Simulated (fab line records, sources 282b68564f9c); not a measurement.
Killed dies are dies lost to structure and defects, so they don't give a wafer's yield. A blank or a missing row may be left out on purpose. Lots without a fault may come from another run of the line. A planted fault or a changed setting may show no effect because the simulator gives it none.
Which tool did it? | flow rit_cmos | 14 lots, 42 wafers sampled, at 5 steps of a route of 202

WHAT THE GAUGES READ, wafer by wafer
RIT_SDANNEAL_RS_MEAS_04: measures by four-point-probe. Usual: PSD_RS 116.0 ohm/sq, standard deviation 0.33.
lot  | measured    | on            | PSD_RS (ohm/sq)   | flag
L368 | day 3 01:28 | film_metro-03 | 115.4 115.5 115.5 |
L369 | day 3 07:16 | film_metro-04 | 116.1 115.8 115.5 |
L370 | day 3 11:03 | film_metro-04 | 116.7 116.2 116.0 |
L371 | day 3 16:26 | film_metro-02 | 115.8 116.0 116.1 |
L372 | day 3 20:43 | film_metro-04 | 116.5 116.1 116.3 |
L373 | day 4 02:57 | film_metro-02 | 116.4 116.3 116.1 |
L374 | day 4 08:35 | film_metro-04 | 116.0 115.8 116.2 |
L376 | day 4 16:59 | film_metro-03 | 72.4 72.7 72.3    | OFF
L378 | day 5 04:08 | film_metro-02 | 72.1 72.2 72.2    | OFF
L380 | day 5 13:10 | film_metro-03 | 72.1 72.4 72.5    | OFF
L385 | day 6 15:49 | film_metro-02 | 115.9 116.3 116.0 |
L387 | day 6 23:56 | film_metro-04 | 116.4 116.4 116.2 |
L389 | day 7 11:01 | film_metro-03 | 116.4 116.0 116.5 |
L391 | day 8 01:23 | film_metro-03 | 115.4 116.1 116.0 |

RIT_SDANNEAL_RS_MEAS_05: measures by four-point-probe. Usual: NSD_RS 83.29 ohm/sq, standard deviation 0.26.
lot  | measured    | on            | NSD_RS (ohm/sq)   | flag
L368 | day 3 01:35 | film_metro-03 | 82.99 83.20 82.81 |
L369 | day 3 07:23 | film_metro-04 | 83.67 83.11 83.22 |
L370 | day 3 11:10 | film_metro-04 | 83.35 83.20 83.36 |
L371 | day 3 16:33 | film_metro-02 | 82.87 82.93 83.15 |
L372 | day 3 20:50 | film_metro-04 | 83.85 83.77 83.66 |
L373 | day 4 03:04 | film_metro-02 | 83.31 83.26 83.00 |
L374 | day 4 08:42 | film_metro-04 | 83.64 83.60 83.32 |
L376 | day 4 17:07 | film_metro-03 | 76.06 76.30 76.16 | OFF
L378 | day 5 04:16 | film_metro-02 | 75.78 75.89 75.66 | OFF
L380 | day 5 13:17 | film_metro-03 | 75.68 76.26 75.99 | OFF
L385 | day 6 15:56 | film_metro-02 | 83.44 83.16 83.38 |
L387 | day 7 00:04 | film_metro-04 | 83.54 83.37 83.60 |
L389 | day 7 11:08 | film_metro-03 | 82.82 82.98 82.71 |
L391 | day 8 01:31 | film_metro-03 | 83.51 83.59 83.83 |

RIT_SDANNEAL_RS_MEAS_06: measures by four-point-probe. Usual: PLDD_RS 179.6 ohm/sq, standard deviation 0.46.
lot  | measured    | on            | PLDD_RS (ohm/sq)  | flag
L368 | day 3 01:42 | film_metro-03 | 178.8 179.0 179.5 |
L369 | day 3 07:31 | film_metro-04 | 179.4 179.7 178.9 |
L370 | day 3 11:17 | film_metro-04 | 179.6 180.2 179.5 |
L371 | day 3 16:40 | film_metro-02 | 179.7 180.1 180.0 |
L372 | day 3 20:58 | film_metro-04 | 179.5 179.8 179.9 |
L373 | day 4 03:11 | film_metro-02 | 179.8 180.1 179.9 |
L374 | day 4 08:49 | film_metro-04 | 180.2 179.8 180.0 |
L376 | day 4 17:14 | film_metro-03 | 140.8 141.7 141.0 | OFF
L378 | day 5 04:23 | film_metro-02 | 141.2 141.5 141.6 | OFF
L380 | day 5 13:24 | film_metro-03 | 141.6 141.5 141.5 | OFF
L385 | day 6 16:04 | film_metro-02 | 179.7 180.0 179.3 |
L387 | day 7 00:11 | film_metro-04 | 180.1 179.7 179.7 |
L389 | day 7 11:16 | film_metro-03 | 179.7 179.6 180.3 |
L391 | day 8 01:38 | film_metro-03 | 179.2 179.5 179.1 |

RIT_SDANNEAL_RS_MEAS_07: measures by four-point-probe. Usual: NLDD_RS 154.6 ohm/sq, standard deviation 0.69.
lot  | measured    | on            | NLDD_RS (ohm/sq)  | flag
L368 | day 3 01:49 | film_metro-03 | 155.1 155.5 155.3 |
L369 | day 3 07:38 | film_metro-04 | 156.1 155.6 155.2 |
L370 | day 3 11:25 | film_metro-04 | 153.9 153.6 154.3 |
L371 | day 3 16:47 | film_metro-02 | 154.4 154.2 154.1 |
L372 | day 3 21:05 | film_metro-04 | 154.9 155.0 154.7 |
L373 | day 4 03:19 | film_metro-02 | 155.4 155.0 155.3 |
L374 | day 4 08:56 | film_metro-04 | 154.1 154.6 154.0 |
L376 | day 4 17:21 | film_metro-03 | 146.6 145.9 146.6 | OFF
L378 | day 5 04:30 | film_metro-02 | 147.1 146.5 148.0 | OFF
L380 | day 5 13:31 | film_metro-03 | 145.7 145.9 146.2 | OFF
L385 | day 6 16:11 | film_metro-02 | 154.6 154.1 154.3 |
L387 | day 7 00:18 | film_metro-04 | 154.5 155.0 154.7 |
L389 | day 7 11:23 | film_metro-03 | 154.4 154.4 154.3 |
L391 | day 8 01:45 | film_metro-03 | 154.4 154.0 154.7 |

WHICH TOOL RAN EACH LOT (tool, then ch and the chambers of the sampled wafers, then the start)
lot  | RIT_SDANNEAL_RTA_03
L368 | rtp_anneal-02 ch 0, day 3 01:23
L369 | rtp_anneal-01 ch 0, day 3 07:11
L370 | rtp_anneal-02 ch 0, day 3 10:59
L371 | rtp_anneal-01 ch 0, day 3 16:22
L372 | rtp_anneal-02 ch 0, day 3 20:38
L373 | rtp_anneal-01 ch 0, day 4 02:53
L374 | rtp_anneal-02 ch 0, day 4 08:31
L376 | rtp_anneal-02 ch 0, day 4 16:55
L378 | rtp_anneal-02 ch 0, day 5 04:05
L380 | rtp_anneal-02 ch 0, day 5 13:05
L385 | rtp_anneal-01 ch 0, day 6 15:44
L387 | rtp_anneal-01 ch 0, day 6 23:52
L389 | rtp_anneal-01 ch 0, day 7 10:58
L391 | rtp_anneal-01 ch 0, day 8 01:19
- RIT_SDANNEAL_RTA_03: time 5 s.

WHAT THE TOOLS THEMSELVES READ (means of the sampled wafers that have a number; where no wafer has one, the mark that the record gives instead)
RIT_SDANNEAL_RTA_03. Usual: wafer_temp_C_max 1053.5, standard deviation 1.1.
lot  | tool          | wafer_temp_C_max | flag
L368 | rtp_anneal-02 | 1052.9           |
L369 | rtp_anneal-01 | 1053.7           |
L370 | rtp_anneal-02 | 1053.1           |
L371 | rtp_anneal-01 | 1053.7           |
L372 | rtp_anneal-02 | 1053.4           |
L373 | rtp_anneal-01 | 1054.2           |
L374 | rtp_anneal-02 | 1054.0           |
L376 | rtp_anneal-02 | 1054.3           |
L378 | rtp_anneal-02 | 1054.7           |
L380 | rtp_anneal-02 | 1053.9           |
L385 | rtp_anneal-01 | 1053.0           |
L387 | rtp_anneal-01 | 1053.7           |
L389 | rtp_anneal-01 | 1053.0           |
L391 | rtp_anneal-01 | 1053.2           |

THE ANSWER, worked out from the rows above alone
Rule: a lot is off if the mean of its wafers that have a number lies more than 3 standard deviations from the usual mean. A lot without any number at a reading at which 4 lots or more have one is off too. The other lots that the step has rows for count as sound. The gauges are gone through in route order, then the tools' own readings, and for those a lot's mean is taken as printed above. The first step at which some lot is off is used, and at that step the reading that is off furthest; a lot without a number counts as furthest.
Off: L376, L378, L380, at RIT_SDANNEAL_RS_MEAS_04 (PSD_RS).
A tool fits if, at a process step before that reading, it ran every lot that is off, and no sound lot after the first of them. The gauges at RIT_SDANNEAL_RS_MEAS_04 are tried like those tools. One fits: rtp_anneal-02 at RIT_SDANNEAL_RTA_03. Its last sound lot is L374 (day 4 08:31), its first lot that is off L376 (day 4 16:55): a fault that began between those two fits.

WHAT THE SIMULATOR HAD PUT IN
Process parameter drift: rtp_anneal-02, from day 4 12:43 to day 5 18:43, at RIT_SDANNEAL_RTA_03. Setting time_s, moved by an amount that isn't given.
Lots struck among those shown: L376, L378, L380. The rule above found the same.
